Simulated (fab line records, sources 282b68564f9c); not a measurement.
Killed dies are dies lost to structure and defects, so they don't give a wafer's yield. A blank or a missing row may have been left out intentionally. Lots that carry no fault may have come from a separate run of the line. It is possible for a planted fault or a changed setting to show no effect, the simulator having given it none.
Which tool was responsible? ; flow rit-cmos ; 21 wafers sampled from 7 lots at 1 step of a route of 202

## WHAT EACH GAUGE READ, for each wafer
RIT_NWELL_OVL_MEAS_06.
lot;measured;on;NWELL_OVL (nm)
L482;day 2 03:17;overlay-02;1.3 0.4 0.6
L488;day 3 15:17;overlay-01;-1.2 0.4 0.2
L490;day 3 21:11;overlay-01;-0.4 -1.9 1.5
L495;day 5 00:29;overlay-01;-0.9 0.6 0.2
L499;day 5 17:34;overlay-01;-2.4 -1.2 -1.1
L501;day 6 01:49;overlay-02;-2.4 0.8 -1.4
L503;day 6 11:44;overlay-02;-0.5 -2.7 -0.4

## EACH LOT AND THE TOOL THAT RAN IT (in order: tool; ch and the chambers of the sampled wafers; start)
The record holds no process step before these readings.

## THE ANSWER, worked out from the rows above alone
Rule: what is usual is taken from the lots themselves. Put in order of their means at a reading, lots are off if they are a third of the lots or fewer, leave a main group of 4 or more, and stand apart from it by a gap of 3 or more times the standard deviation of the main group's means; of several such gaps the widest counts. A main group whose means are all the same, to the digits that the tables above print for the reading, isn't used. A lot without any number at a reading at which 4 lots or more have one is off too. Where the step has rows for the other lots, those lots are counted as sound.
No lot is off at any reading shown: from this, nothing can be told.

## WHAT WAS PUT IN BY THE SIMULATOR
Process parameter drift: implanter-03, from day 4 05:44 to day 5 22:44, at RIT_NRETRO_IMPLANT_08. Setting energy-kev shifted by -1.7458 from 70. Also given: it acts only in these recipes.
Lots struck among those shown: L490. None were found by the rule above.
